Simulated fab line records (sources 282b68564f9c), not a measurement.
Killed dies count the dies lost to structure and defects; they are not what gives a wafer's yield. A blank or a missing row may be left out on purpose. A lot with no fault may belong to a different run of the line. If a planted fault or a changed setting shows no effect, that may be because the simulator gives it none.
A lot that was struck, set against a sound lot / flow ritCmos / 23 out of 202 route steps
Sound: the wafers L276.1, L276.3, L276.4. The struck wafers were L287.1, L287.2, L287.3. The cause comes at the end.
At each step with rows: each side's tool, then ch and its chambers, then its first start. Under that, the readings that differ: sound wafers / struck wafers / difference of the means / sigmas: that difference in standard deviations of wafers without a fault.
alike: words and numbers the same on both sides, and readings whose means are apart by under 2 such deviations; not compared: readings that were withheld, readings missing a value for some wafer, numbers with overlapping values and no deviation given by the record, and bounds like >300 which may hide the same value.
Wherever a step has rows on one side only, a row that says differs or no value, or a row with sigmas, the two part there. Numbers that have no deviation but don't overlap get no sigmas and don't part them. Lack of a reading on every wafer of one side parts them only where that side has two or more wafers.

first, 5 steps without rows for these wafers: RIT_GATE_WET_ETCH_00 (etches SiO2 in BOE, target depth 56 nm, time 60 s); RIT_GATE_CLEAN_01 (cleans in SC1, time 600 s); RIT_GATE_CLEAN_02 (cleans in dHF, time 30 s); RIT_GATE_CLEAN_03 (cleans in SC2, time 600 s); RIT_GATE_CLEAN_04 (cleans in dHF, time 60 s).
RIT_FOX2_THK_MEAS_91:
  sound on filmMetro-02, day 4 06:26; struck on filmMetro-03, day 6 12:10
reading=FIELD_OXIDE_LEFT_2_THK (nm); sound=247 244 245; struck=263 264 259; difference=+17; sigmas=+3
then, 2 steps without rows for these wafers: RIT_GATE_OXIDATION_05 (target thk 3 nm, ox time 270 s); RIT_GATE_ANNEAL_06 (time 600 s).
RIT_GATE_THK_MEAS_07:
  sound on filmMetro-02, day 4 07:49; struck on filmMetro-02, day 6 13:33
  alike: GATE_OXIDE_THK
then, 1 step without rows for these wafers: RIT_GATE_CVD_08 (deposits poly-Si from SiH4, target thk 250 nm, time 2137 s).
RIT_GATE_THK_MEAS_09:
  sound on filmMetro-04, day 4 09:29; struck on filmMetro-03, day 6 16:01
  alike: GATE_POLY_THK
then, 1 step without rows for these wafers: RIT_GATE_HMDS_10 (prime time 60 s).
RIT_GATE_COAT_11: resist thk 850 nm.
  sound on lithoTrack-03 ch 0, day 4 09:42; struck on lithoTrack-03 ch 0, day 6 16:13
reading=model.NOVOLAK_of_GATE_COAT_11.thkNm (nm); sound=848.4 848.6 848.7; struck=925.3 924.6 926.9; difference=+77.0; sigmas=
then, 4 steps without rows for these wafers: RIT_GATE_SOFTBAKE_12 (time 60 s); RIT_GATE_EXPOSE_13 (exposes mask M6, target cd 150 nm); RIT_GATE_PEB_14; RIT_GATE_DEVELOP_15 (develop time 50 s).
RIT_GATE_CD_MEAS_16: the cd target is 150 nm.
  sound on cdSem-01, day 4 10:24; struck on cdSem-02, day 6 16:55
  alike: cdNm
RIT_GATE_OVL_MEAS_17:
  sound on overlay-02, day 4 10:31; struck on overlay-02, day 6 17:02
  alike: GATE_OVL
then, 1 step without rows for these wafers: RIT_GATE_HARDBAKE_18 (time 60 s).
RIT_GATE_ETCH_19: etches poly-Si in SF6/CHF3/O2, stops on SiO2, time 165 s, target depth 312.5 nm.
  sound on rieSi-02 ch 1,2,3, day 4 10:43; struck on rieSi-01 ch 1,2,3, day 6 17:14
reading=model.NOVOLAK_of_GATE_COAT_11.thkNm (nm); sound=670.1 667.1 669.6; struck=735 732.2 738.2; difference=+66; sigmas=
  alike: drypumpMotorCurrentA, oesProductAu, throttleValvePct
  not compared: rfHoursCounterH, model.GATE.cdNm
RIT_GATE_STRIP_20: strips in O2, time 180 s.
  sound on plasmaAsher-02 ch 0,1, day 4 10:49; struck on plasmaAsher-01 ch 0,1, day 6 17:20
  alike: drypumpMotorCurrentA
  not compared: rfHoursCounterH
RIT_M1_PROBE_99:
  sound on prober-01, day 5 06:53; struck on prober-01, day 7 14:50
reading=killed_at_M0_to_M3; sound=0 2 0; struck=0 0 0; difference=-1; sigmas=-4
  alike: killedAtContacts, killedAtFrontEnd, killedDies, killedOpen, killedShort
  not compared: model.etest.pmos_0p15.rOnOhmUm, model.etest.pmosTurned.rOnOhmUm, model.etest.nmos_0p15.rOnOhmUm, model.etest.nmos_0p15.driveUaUm, model.etest.pmos_0p15.driveUaUm, model.etest.nmosTurned.driveUaUm, model.etest.npolyLine.lineOhmUm, model.etest.ppolyLine.lineOhmUm

## WHERE THEY PART
Last at RIT_M1_PROBE_99 as far as this record goes, first at RIT_FOX2_THK_MEAS_91.

WHY: what had been put in by the simulator
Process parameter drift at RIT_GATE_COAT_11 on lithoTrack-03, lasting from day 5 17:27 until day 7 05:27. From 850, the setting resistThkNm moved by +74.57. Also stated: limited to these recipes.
